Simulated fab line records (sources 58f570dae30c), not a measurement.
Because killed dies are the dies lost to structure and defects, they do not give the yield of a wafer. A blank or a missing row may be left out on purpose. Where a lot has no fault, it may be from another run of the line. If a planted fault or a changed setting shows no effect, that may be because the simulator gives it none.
What tool caused it? | flow berkeley cmos170 | 8 lots, 24 wafers sampled, at 2 steps of a route of 331

WHAT EACH GAUGE READ, for each wafer
UCB170_PFIELD_OVL_MEAS_06.
lot  | measured    | on         | PFIELD_OVL (nm)
L495 | day 4 14:09 | overlay-01 | 3 2 0
L498 | day 5 07:04 | overlay-02 | -6 1 -3
L500 | day 5 16:15 | overlay-01 | 1 -1 4
L505 | day 6 20:28 | overlay-01 | 87 96 87
L507 | day 7 09:31 | overlay-01 | 3 4 -2
L510 | day 7 22:12 | overlay-01 | 7 4 2
L511 | day 8 05:33 | overlay-01 | 86 89 89
L517 | day 9 10:07 | overlay-02 | 6 5 3

WHAT TOOL EACH LOT RAN ON (gives the tool, then ch and the chambers of the sampled wafers, and finally the start)
lot  | UCB170_PFIELD_EXPOSE_03
L495 | krf scanner-01 ch 0, day 4 13:25
L498 | krf scanner-01 ch 0, day 5 06:41
L500 | krf scanner-02 ch 0, day 5 15:32
L505 | krf scanner-01 ch 0, day 6 20:06
L507 | krf scanner-02 ch 0, day 7 09:04
L510 | krf scanner-02 ch 0, day 7 21:49
L511 | krf scanner-01 ch 0, day 8 05:10
L517 | krf scanner-02 ch 0, day 9 08:58
- UCB170_PFIELD_EXPOSE_03: exposes mask PFIELD, target cd 1500 nm.

THE ANSWER, worked out from the rows above alone
Rule: the lots themselves supply what counts as usual. Put in order of their means at a reading, lots are off if they are a third of the lots or fewer, leave a main group of 4 or more, and stand apart from it by a gap of 3 or more times the standard deviation of the main group's means; of several such gaps the widest counts. Not used: any main group whose means are identical at the precision the tables above print for the reading. Also off: a lot with no number at a reading for which 4 or more lots have one. Where the step has rows for the other lots, those lots are counted as sound.
Off: L505, L511, seen at UCB170_PFIELD_OVL_MEAS_06 (PFIELD_OVL). Mean 2 nm and standard deviation 2.4 in the main group.
If a tool, at a process step before that reading, ran all the lots that are off and no sound lot after the first of them, it fits. Gauges at UCB170_PFIELD_OVL_MEAS_06: tried the same way as those tools. One fits: krf scanner-01 at UCB170_PFIELD_EXPOSE_03. A fault onset in the window from L498 (day 5 06:41, its last sound lot) to L505 (day 6 20:06, its first lot off) fits.

WHAT THE SIMULATOR HAD INSERTED
Scanner matching overlay: krf scanner-01, from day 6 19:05 on, at UCB170_PFIELD_EXPOSE_03. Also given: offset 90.
Struck lots among those shown: L505, L511. The same result came from the rule above.
